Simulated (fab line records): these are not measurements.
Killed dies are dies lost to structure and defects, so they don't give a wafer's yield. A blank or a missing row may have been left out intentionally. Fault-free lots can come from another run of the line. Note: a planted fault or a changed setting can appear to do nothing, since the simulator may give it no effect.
Which tool was responsible? | flow rit cmos | 14 lots, 42 wafers sampled, at 2 steps of a route of 202

WHAT THE GAUGES READ, wafer by wafer
RIT_GATE_THK_MEAS_07. Usual: GATE_OXIDE_THK typically reads 3.01 nm, with standard deviation 0.076.
lot  | measured    | on            | GATE_OXIDE_THK (nm) | flag
L345 | day 2 12:16 | film metro-03 | 2.87 2.92 3.00      |
L347 | day 2 23:32 | film metro-04 | 3.05 3.02 2.96      |
L349 | day 3 08:01 | film metro-04 | 2.96 2.93 3.03      |
L351 | day 3 19:25 | film metro-04 | 2.97 2.98 2.97      |
L353 | day 4 08:04 | film metro-02 | 3.10 3.06 3.09      |
L354 | day 4 10:43 | film metro-02 | 3.08 3.04 3.02      |
L355 | day 4 12:15 | film metro-04 | 3.12 3.05 3.12      |
L357 | day 4 23:29 | film metro-02 | 3.02 2.93 3.05      |
L358 | day 5 07:26 | film metro-03 | 3.02 3.00 3.07      |
L359 | day 5 09:18 | film metro-02 | 3.04 3.14 3.01      |
L360 | day 5 17:44 | film metro-02 | 4.10 4.12 4.08      | OFF
L361 | day 5 19:29 | film metro-03 | 4.07 4.03 4.12      | OFF
L364 | day 6 14:02 | film metro-04 | 3.04 3.10 3.02      |
L368 | day 7 08:28 | film metro-03 | 2.98 3.03 2.98      |

WHAT TOOL EACH LOT RAN ON (gives the tool, then ch and the chambers of the sampled wafers, and finally the start)
lot  | RIT_GATE_OXIDATION_05
L345 | furnace-04 ch 0, day 2 10:13
L347 | furnace-01 ch 0, day 2 22:11
L349 | furnace-01 ch 0, day 3 05:22
L351 | furnace-01 ch 0, day 3 17:00
L353 | furnace-03 ch 0, day 4 06:44
L354 | furnace-04 ch 0, day 4 09:23
L355 | furnace-03 ch 0, day 4 10:55
L357 | furnace-04 ch 0, day 4 21:44
L358 | furnace-01 ch 0, day 5 04:10
L359 | furnace-01 ch 0, day 5 07:58
L360 | furnace-04 ch 0, day 5 13:51
L361 | furnace-04 ch 0, day 5 17:47
L364 | furnace-01 ch 0, day 6 12:18
L368 | furnace-03 ch 0, day 7 05:49
- RIT_GATE_OXIDATION_05: target thk 3 nm, ox time 270 s.

AS READ BY THE TOOLS THEMSELVES (means over the sampled wafers that have a number; for cases with no such wafer, the mark the record gives instead)
The record holds no such reading with a usual standard deviation.

THE ANSWER, worked out from the rows above alone
Rule: lot off if the mean of its wafers having a number is beyond 3 standard deviations from the usual mean. A lot without any number at a reading at which 4 lots or more have one is off too. All remaining lots with rows at the step are treated as sound. The gauges are gone through in route order, then the tools' own readings, and for those a lot's mean is taken as printed above. At the first step where some lot is off, the reading lying furthest off is the one used; lots without a number count as furthest.
Off: at RIT_GATE_THK_MEAS_07 (GATE_OXIDE_THK), L360, L361.
If a tool, at a process step before that reading, ran all the lots that are off and no sound lot after the first of them, it fits. Those tools and the gauges at RIT_GATE_THK_MEAS_07 are tried in the same way. One candidate fits, namely furnace-04 at RIT_GATE_OXIDATION_05. Its last sound lot is L357 (day 4 21:44), its first lot that is off L360 (day 5 13:51): a fault that began between those two fits.

WHAT THE SIMULATOR HAD INSERTED
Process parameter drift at RIT_GATE_OXIDATION_05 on furnace-04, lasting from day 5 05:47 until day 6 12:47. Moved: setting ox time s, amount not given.
Lots struck among those shown: L360, L361. The rule above found the same.
